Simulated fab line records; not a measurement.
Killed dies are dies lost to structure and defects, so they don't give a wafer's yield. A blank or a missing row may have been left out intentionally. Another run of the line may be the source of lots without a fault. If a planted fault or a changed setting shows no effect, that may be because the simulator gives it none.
fab line records | flow rit_cmos
record lots=5 | wafers=15 | last_day=7
route steps=202 shown REOX@100 NLDD@103 PLDD@114 SPACER@125
lots untouched by any fault: they come from a run of this same line in which no faults occurred
start_h: start of the lot's first displayed wafer, in hours after the record's first day | wait_h: hours from the lot's prior step to this one | " as in the row above | L1.1+2: several wafers, shown together as one row | - either no value or no given start | * or withheld: withheld | < > ~ a bound
route shown NAME@n: NAME is a module with steps in the file, n the number in the route of the first one | usual: mean/standard deviation taken from wafers without a fault | same: alike in all rows | chamber/n: place in a boat | sites: each site's reading | _std_site: standard deviation of those values | _edge_site: mean of outer sites minus mean of inner sites | radius_mm: how far each site lies from the wafer's centre | mask NAME#n: copy n | behind: the most recent tool/chamber to have shaped the wafer | hold: why the lot was held/for how many hours/how that ended | device: transistor that didn't switch, given as n, p or np | end of line: the tests these same wafers got at the end of their route | a step without rows: its recipe alone | killed: dies that structure and defects cost at the first sort, which is not the same as the wafer's yield | map: dies across one wafer; x = killed, . = not, _ = none there
set.NAME: the setting as run; set.NAME@STEP: as run at that earlier step | model.NAME: the simulator's own value behind a step, which no gauge read
a table for each step, a row for each wafer; lots at some steps of the route
services: from which hour (start_h, from the record's first day; less than 0 if before it) a tool's chamber was out of use, for how many hours, and why
## steps
# step RIT_REOX_CLEAN_02
# recipe chemistry=SC2 | mix=3:3:50 | time_s=600 | temp_c=75 | dry=n2_spin
# step RIT_REOX_OXIDATION_03
# recipe temp_c=900 | ambient=O2 | target_thk_a=252 | ox_time_s=5580
# step RIT_REOX_THK_MEAS_04
# recipe reads=SiO2_of_REOX_OXIDATION_03
# usual REOX_OXIDE_THK=25.1/0.56
lot.wafer | tool          | chamber | start_h | wait_h | REOX_OXIDE_THK[nm]
L463.2    | film_metro-01 | -       | 57.58   | 0.0    | 25.0
L463.5    | "             | -       | "       | "      | 24.7
L463.6    | "             | -       | "       | "      | 25.1
L471.1    | film_metro-03 | -       | 101.65  | 0.0    | 24.7
L471.2    | "             | -       | "       | "      | 25.1
L471.3    | "             | -       | "       | "      | 25.0
L474.1    | film_metro-03 | -       | 111.35  | 0.0    | 25.6
L474.4    | "             | -       | "       | "      | 25.6
L474.6    | "             | -       | "       | "      | 25.7
L475.2    | film_metro-01 | -       | 119.61  | 0.0    | 25.1
L475.3    | "             | -       | "       | "      | 25.0
L475.6    | "             | -       | "       | "      | 25.3
L483.3    | film_metro-01 | -       | 155.75  | 0.0    | 24.5
L483.5    | "             | -       | "       | "      | 24.4
L483.6    | "             | -       | "       | "      | 24.9
# step RIT_NLDD_HMDS_00
# recipe prime_time_s=60 | prime_temp_c=140
# step RIT_NLDD_COAT_01
# recipe resist=NOVOLAK | spin_rpm=3321 | resist_thk_nm=1000
# step RIT_NLDD_SOFTBAKE_02
# recipe resist=NOVOLAK | temp_c=90 | time_s=60
# step RIT_NLDD_EXPOSE_03
# recipe mask_id=M7 | na=0.57 | target_cd_nm=40700 | dose_mj=250
# step RIT_NLDD_PEB_04
# recipe resist=NOVOLAK | temp_c=withheld | time_s=withheld
# step RIT_NLDD_DEVELOP_05
# recipe resist=NOVOLAK | develop_time_s=50 | dev_temp_c=23
# step RIT_NLDD_OVL_MEAS_06
# usual NLDD_OVL=-0.6/1.3
lot.wafer | tool       | chamber | start_h | wait_h | NLDD_OVL[nm]
L463.2    | overlay-01 | -       | 58.49   | -      | -1.1
L463.5    | "          | -       | "       | "      | -4.0
L463.6    | "          | -       | "       | "      | -2.9
L471.1    | overlay-02 | -       | 102.68  | -      | -0.3
L471.2    | "          | -       | "       | "      | 0.6
L471.3    | "          | -       | "       | "      | -0.7
L474.1    | overlay-02 | -       | 112.39  | -      | -1.4
L474.4    | "          | -       | "       | "      | -1.7
L474.6    | "          | -       | "       | "      | 0.3
L475.2    | overlay-02 | -       | 120.76  | -      | -0.3
L475.3    | "          | -       | "       | "      | -1.7
L475.6    | "          | -       | "       | "      | -0.6
L483.3    | overlay-01 | -       | 156.66  | -      | -0.9
L483.5    | "          | -       | "       | "      | -2.9
L483.6    | "          | -       | "       | "      | 0.2
# step RIT_NLDD_HARDBAKE_07
# recipe resist=NOVOLAK | temp_c=140 | time_s=60
# step RIT_NLDD_IMPLANT_08
# recipe species=P | energy_kev=20 | dose_cm2=5e+14 | tilt_deg=7
# step RIT_NLDD_STRIP_09
# recipe chemistry=O2 | time_s=180 | resist=NOVOLAK | platen_temp_c=withheld | power_w=500 | pressure_mtorr=4000 | o2_flow_sccm=4000
# usual drypump_motor_current_A=5.3/0.44 | run_length_s=208.4/0.7
lot.wafer | tool            | chamber | start_h | wait_h | drypump_motor_current_A | rf_hours_counter_h | run_length_s | model.NOVOLAK_of_NLDD_COAT_01.thk_nm
L463.2    | plasma_asher-03 | 1       | 58.82   | 0.1    | 4.9                     | 43                 | 207.4        | 0
L463.5    | "               | 0       | "       | "      | 5.7                     | -                  | 208.8        | 0
L463.6    | "               | 1       | "       | "      | 4.9                     | -                  | 207.5        | 0
L471.1    | plasma_asher-01 | 1       | 103.23  | 0.1    | 4.9                     | 48                 | 208.4        | 0
L471.2    | "               | 0       | "       | "      | 5.4                     | 48                 | 208.1        | 0
L471.3    | "               | 1       | "       | "      | 4.8                     | -                  | 208.4        | 0
L474.1    | plasma_asher-03 | 0       | 112.72  | 0.1    | 5.7                     | 49                 | 209.1        | 0
L474.4    | "               | 0       | "       | "      | 5.7                     | -                  | 209.0        | 0
L474.6    | "               | 0       | "       | "      | 5.7                     | -                  | 209.1        | 0
L475.2    | plasma_asher-03 | 1       | 121.09  | 0.1    | 4.9                     | 50                 | 72.3         | 146.3
L475.3    | "               | 1       | "       | "      | 5.0                     | -                  | 72.0         | 148.9
L475.6    | "               | 0       | "       | "      | 5.7                     | -                  | 72.5         | 147.7
L483.3    | plasma_asher-01 | 1       | 157.04  | 0.1    | 4.8                     | -                  | 208.7        | 0
L483.5    | "               | 0       | "       | "      | 5.4                     | -                  | 208.6        | 0
L483.6    | "               | 1       | "       | "      | 4.8                     | -                  | 208.3        | 0
# step RIT_NLDD_TW_MEAS_10
# usual NLDD_TW=2486/16
lot.wafer | tool          | chamber | start_h | wait_h | NLDD_TW
L463.2    | film_metro-04 | -       | 59.00   | 0.1    | 2508
L463.5    | "             | -       | "       | "      | 2507
L463.6    | "             | -       | "       | "      | 2506
L471.1    | film_metro-01 | -       | 103.41  | 0.1    | 2479
L471.2    | "             | -       | "       | "      | 2479
L471.3    | "             | -       | "       | "      | 2486
L474.1    | film_metro-04 | -       | 112.90  | 0.1    | 2482
L474.4    | "             | -       | "       | "      | 2480
L474.6    | "             | -       | "       | "      | 2477
L475.2    | film_metro-01 | -       | 121.28  | 0.1    | 2476
L475.3    | "             | -       | "       | "      | 2464
L475.6    | "             | -       | "       | "      | 2479
L483.3    | film_metro-04 | -       | 157.18  | 0.1    | 2492
L483.5    | "             | -       | "       | "      | 2505
L483.6    | "             | -       | "       | "      | 2512
# step RIT_PLDD_HMDS_00
# recipe prime_time_s=60 | prime_temp_c=140
# step RIT_PLDD_COAT_01
# recipe resist=NOVOLAK | spin_rpm=3250 | resist_thk_nm=1000
# step RIT_PLDD_SOFTBAKE_02
# recipe resist=NOVOLAK | temp_c=90 | time_s=60
# step RIT_PLDD_EXPOSE_03
# recipe mask_id=M8 | na=0.57 | target_cd_nm=40900 | dose_mj=250
# step RIT_PLDD_PEB_04
# recipe resist=NOVOLAK | temp_c=withheld | time_s=withheld
# step RIT_PLDD_DEVELOP_05
# recipe resist=NOVOLAK | develop_time_s=50 | dev_temp_c=23.99
# step RIT_PLDD_OVL_MEAS_06
# usual PLDD_OVL=0.3/1.5
lot.wafer | tool       | chamber | start_h | wait_h | PLDD_OVL[nm]
L463.2    | overlay-01 | -       | 59.91   | -      | -0.7
L463.5    | "          | -       | "       | "      | -1.0
L463.6    | "          | -       | "       | "      | 0.1
L471.1    | overlay-02 | -       | 104.32  | -      | 2.5
L471.2    | "          | -       | "       | "      | 3.4
L471.3    | "          | -       | "       | "      | 1.6
L474.1    | overlay-01 | -       | 113.93  | -      | 1.0
L474.4    | "          | -       | "       | "      | 0.1
L474.6    | "          | -       | "       | "      | 1.3
L475.2    | overlay-02 | -       | 122.31  | -      | 1.3
L475.3    | "          | -       | "       | "      | -0.6
L475.6    | "          | -       | "       | "      | 1.7
L483.3    | overlay-01 | -       | 158.20  | -      | 1.3
L483.5    | "          | -       | "       | "      | 0.8
L483.6    | "          | -       | "       | "      | 1.4
# step RIT_PLDD_HARDBAKE_07
# recipe resist=NOVOLAK | temp_c=140 | time_s=60
# step RIT_PLDD_IMPLANT_08
# recipe species=BF2 | energy_kev=20.19 | dose_cm2=9e+14 | tilt_deg=7
# step RIT_PLDD_STRIP_09
# recipe chemistry=O2 | time_s=180 | resist=NOVOLAK | platen_temp_c=withheld | power_w=500 | pressure_mtorr=4000 | o2_flow_sccm=4000
# usual drypump_motor_current_A=5.6/0.56 | run_length_s=208.3/0.73
lot.wafer | tool            | chamber | start_h | wait_h | drypump_motor_current_A | rf_hours_counter_h | run_length_s
L463.2    | plasma_asher-03 | 1       | 60.24   | 0.1    | 5.0                     | 43                 | 207.6
L463.5    | "               | 1       | "       | "      | 5.0                     | -                  | 207.6
L463.6    | "               | 0       | "       | "      | 5.7                     | -                  | 208.9
L471.1    | plasma_asher-02 | 1       | 104.65  | 0.1    | 6.5                     | 30                 | 208.3
L471.2    | "               | 0       | "       | "      | 6.0                     | 30                 | 207.7
L471.3    | "               | 1       | "       | "      | 6.5                     | -                  | 209.0
L474.1    | plasma_asher-03 | 0       | 114.27  | 0.1    | 5.7                     | 49                 | 209.3
L474.4    | "               | 0       | "       | "      | 5.7                     | -                  | 209.3
L474.6    | "               | 0       | "       | "      | 5.7                     | -                  | 209.0
L475.2    | plasma_asher-02 | 1       | 122.64  | 0.1    | 6.5                     | 33                 | 208.5
L475.3    | "               | 1       | "       | "      | 6.5                     | -                  | 208.7
L475.6    | "               | 1       | "       | "      | 6.5                     | -                  | 208.5
L483.3    | plasma_asher-03 | 0       | 158.58  | 0.1    | 5.7                     | -                  | 209.0
L483.5    | "               | 0       | "       | "      | 5.7                     | -                  | 208.9
L483.6    | "               | 1       | "       | "      | 4.9                     | -                  | 207.7
# step RIT_PLDD_TW_MEAS_10
# usual PLDD_TW=2346/12
lot.wafer | tool          | chamber | start_h | wait_h | PLDD_TW
L463.2    | film_metro-04 | -       | 60.42   | 0.1    | 2367
L463.5    | "             | -       | "       | "      | 2364
L463.6    | "             | -       | "       | "      | 2362
L471.1    | film_metro-01 | -       | 104.83  | 0.1    | 2349
L471.2    | "             | -       | "       | "      | 2358
L471.3    | "             | -       | "       | "      | 2351
L474.1    | film_metro-01 | -       | 114.44  | 0.1    | 2350
L474.4    | "             | -       | "       | "      | 2341
L474.6    | "             | -       | "       | "      | 2352
L475.2    | film_metro-04 | -       | 122.83  | 0.1    | 30
L475.3    | "             | -       | "       | "      | 30
L475.6    | "             | -       | "       | "      | 30
L483.3    | film_metro-01 | -       | 158.72  | 0.1    | 2346
L483.5    | "             | -       | "       | "      | 2357
L483.6    | "             | -       | "       | "      | 2368
# step RIT_SPACER_CLEAN_00
# recipe chemistry=SC1 | mix=3:3:50 | time_s=600 | temp_c=75
## services
tool            | chamber | start_h | hours | kind
plasma_asher-03 | -       | 63.43   | 0.4   | repair
plasma_asher-01 | -       | 108.87  | 9.0   | pm
plasma_asher-01 | 0       | 108.87  | 9.0   | vent_cycle
plasma_asher-01 | 1       | 108.87  | 9.0   | vent_cycle
plasma_asher-01 | -       | 117.87  | 2.8   | pm
plasma_asher-01 | 0       | 117.87  | -     | clean
plasma_asher-01 | 1       | 117.87  | -     | clean
plasma_asher-01 | -       | 120.62  | 14.6  | pm
## key
first_sign step=RIT_NLDD_STRIP_09 | reading=run_length_s | direction=down | sigmas=99+ | usual=* | struck=*
effect step=RIT_PLDD_TW_MEAS_10 | reading=PLDD_TW | direction=down | sigmas=99+ | usual=2346 | struck=30
model_effect step=RIT_NLDD_STRIP_09 | value=NOVOLAK_of_NLDD_COAT_01.thk_nm | without=0 | struck=147.6
met_at RIT_NLDD_STRIP_09
struck_wafers L475.2,L475.3,L475.6
sort_left_out L475.2,L475.3,L475.6
tester_left_out L475
onset_between 112.72 121.09
fault kind=strip_aborted | tool=plasma_asher-03 | chamber=- | onset_h=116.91 | steps=RIT_NLDD_STRIP_09 | offset=0.6 | end_h=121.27
# tester_left_out: of these lots the tester's yield and bins aren't shown, on N5 and GAA mostly nor the transistor test; their killed dies are dies lost to structure and defects alone, not to doping, threshold or leakage, so they don't give the yield
# sort_left_out: the simulated sort isn't trusted on such a fault, so these wafers' sort isn't shown, and their yield isn't known
